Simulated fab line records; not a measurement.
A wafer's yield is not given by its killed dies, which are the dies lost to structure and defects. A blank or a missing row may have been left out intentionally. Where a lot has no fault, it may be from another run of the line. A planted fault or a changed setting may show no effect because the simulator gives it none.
Which tool did it? | flow berkeleyCmos170 | 14 lots, 42 wafers sampled, at 1 step of a route of 331

## WHAT EACH GAUGE READ, for each wafer
UCB170_PLDD_CD_MEAS_06: the cd target is 1200 nm.
lot  | measured     | on       | cdNm (nm)
L392 | day 7 08:16  | cdSem-01 | 1196.9 1197.9 1198.3
L394 | day 7 20:05  | cdSem-01 | 1199.1 1198.4 1200.7
L396 | day 7 20:33  | cdSem-02 | 1201.0 1202.2 1200.7
L395 | day 7 20:55  | cdSem-01 | 1199.3 1198.6 1198.8
L400 | day 8 23:21  | cdSem-02 | 1198.3 1199.4 1200.6
L401 | day 9 08:58  | cdSem-02 | 1199.1 1199.4 1199.6
L404 | day 9 09:05  | cdSem-02 | 1199.9 1200.5 1199.6
L407 | day 9 21:24  | cdSem-01 | 1199.0 1199.3 1199.1
L409 | day 11 03:02 | cdSem-02 | 1201.2 1203.3 1203.3
L411 | day 11 03:38 | cdSem-02 | 1198.9 1198.9 1199.3
L412 | day 11 03:53 | cdSem-01 | 1199.8 1200.0 1199.8
L413 | day 11 14:03 | cdSem-01 | 1199.0 1199.9 1199.8
L414 | day 11 14:13 | cdSem-01 | 1201.2 1201.5 1200.6
L410 | day 11 14:20 | cdSem-01 | 1199.6 1200.9 1201.3

## WHICH TOOL RAN EACH LOT (tool, then ch and the chambers of the sampled wafers, then the start)
The record shows no process step preceding these readings.

## AS READ BY THE TOOLS THEMSELVES (means over the sampled wafers that have a number; for cases with no such wafer, the mark the record gives instead)
The record holds no such reading with a usual standard deviation.

## THE ANSWER, worked out from the rows above alone
Rule: the usual values come from the lots themselves. Put in order of their means at a reading, lots are off if they are a third of the lots or fewer, leave a main group of 4 or more, and stand apart from it by a gap of 3 or more times the standard deviation of the main group's means; of several such gaps the widest counts. The tables above print the reading to a certain number of digits; a main group whose means all agree to those digits is not used. Also off: a lot with no number at a reading for which 4 or more lots have one. The other lots that the step has rows for count as sound. Order of review: gauges by route order, followed by the tools' own readings, for which a lot's mean as printed above is used. At the first step where some lot is off, the reading lying furthest off is the one used; lots without a number count as furthest.
No lot is off on any of the readings shown, so nothing can be concluded from this.

## WHAT THE SIMULATOR HAD INSERTED
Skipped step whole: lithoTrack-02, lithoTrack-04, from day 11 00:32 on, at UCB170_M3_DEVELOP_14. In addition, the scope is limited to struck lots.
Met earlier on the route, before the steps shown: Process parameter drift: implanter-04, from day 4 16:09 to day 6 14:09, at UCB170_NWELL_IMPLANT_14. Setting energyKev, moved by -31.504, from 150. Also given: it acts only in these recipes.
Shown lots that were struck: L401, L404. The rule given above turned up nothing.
